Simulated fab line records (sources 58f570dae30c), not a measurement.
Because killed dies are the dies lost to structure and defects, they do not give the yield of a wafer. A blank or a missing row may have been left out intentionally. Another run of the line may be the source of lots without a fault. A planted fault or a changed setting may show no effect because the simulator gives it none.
A single fault, viewed from 2 desks :: flow berkeley-cmos170 :: each desk holds nothing but its own numbers, with what lay behind them at the end

AT THE METROLOGY DESK
Means of the sampled wafers that have a number, per lot and without regard to the tool the lot ran on: this is what the gauges read. A lot is out of limits, marked OUT, if its mean lies more than 4 standard deviations from the usual mean; the brackets give that distance.
Columns: A = PSD_RS at UCB170_SDANNEAL_RS_MEAS_02, usual 75.54 ohm/sq; B = V1_OVL at UCB170_V1_OVL_MEAS_13, usual 0 nm; C = M2_AL_RS at UCB170_M2_RS_MEAS_02, usual 0.0323 ohm/sq; D = M2_AL_THK at UCB170_M2_THK_MEAS_03, usual 870 nm
lot: L670
first seen here: day 7 16:40
A: 75.33
B: 6
C: 0.0324
D: 862

lot: L671
first seen here: day 7 16:58
A: 75.43
B: -6
C: 0.0323
D: 871

lot: L672
first seen here: day 8 08:35
A: 75.51
B: -3
C: 0.0324
D: 861

lot: L673
first seen here: day 8 09:02
A: 75.63
B: -1
C: 0.0324
D: 865

lot: L674
first seen here: day 8 09:13
A: 75.62
B: 2
C: 0.0325
D: 868

lot: L676
first seen here: day 8 19:54
A: 75.71
B: -5
C: 0.0326
D: 862

lot: L675
first seen here: day 8 20:02
A: 75.58
B: -2
C: 0.0325
D: 862

lot: L677
first seen here: day 9 03:53
A: 75.60
B: 0
C: 0.0322
D: 870

lot: L678
first seen here: day 9 09:29
A: 75.64
B: 3
C: 0.0302 (-7.9) OUT
D: 930 (+8.6) OUT

lot: L681
first seen here: day 9 18:34
A: 75.61
B: -3
C: 0.0324
D: 870

lot: L682
first seen here: day 10 03:48
A: 75.47
B: -1
C: 0.0324
D: 875

lot: L685
first seen here: day 10 19:43
A: 75.75
B: -0
C: 0.0303 (-7.6) OUT
D: 931 (+8.8) OUT

lot: L689
first seen here: day 11 06:08
A: 75.18
B: 1
C: 0.0328
D: 861

lot: L690
first seen here: day 11 06:11
A: 75.98
B: 9
C: 0.0323
D: 872
This desk's result: L678, L685 out of limits, first on L678 (M2_AL_RS at UCB170_M2_RS_MEAS_02), day 10 00:37. L670, L671, L672, L673, L674, L676, L675, L677, L681, L682, L689, L690 stayed within limits.

DESK OF THE TOOL OWNER: pvd-sputter-04
The tool's own readings at UCB170_M2_SPUTTER_01 (material Al, target thk 900 nm, time 120 s): means of the sampled wafers that have a number, for each lot that ran on this tool. A lot is out of limits, marked OUT, if its mean lies more than 4 standard deviations from the usual mean; the brackets give that distance.
Columns: A = throttle-valve-pct at UCB170_M2_SPUTTER_01, usual 29.7 %
lot: L673
first seen here: day 9 02:55
A: 28.5

lot: L676
first seen here: day 9 06:55
A: 30.3

lot: L677
first seen here: day 9 16:31
A: 30.2

lot: L678
first seen here: day 10 00:30
A: 30.5

lot: L685
first seen here: day 11 09:25
A: 29.4
This desk's finding: nothing out of limits on any of the 5 lots.

BROUGHT TOGETHER
At day 10 00:37 the metrology desk could have sounded an alarm, on L678, L685.
The tool owner's desk saw nothing out of limits.
Tool owner's desk: L678, L685 on record, inside its limits.
Every lot named ran UCB170_M2_SPUTTER_01 on pvd-sputter-04.

WHAT THE SIMULATOR HAD PUT IN
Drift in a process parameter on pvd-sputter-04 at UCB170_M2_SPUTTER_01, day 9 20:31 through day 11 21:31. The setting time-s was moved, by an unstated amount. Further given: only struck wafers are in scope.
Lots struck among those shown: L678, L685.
Time in hours between the start of the fault and the first out-of-limits reading at each desk: metrology desk, 4.
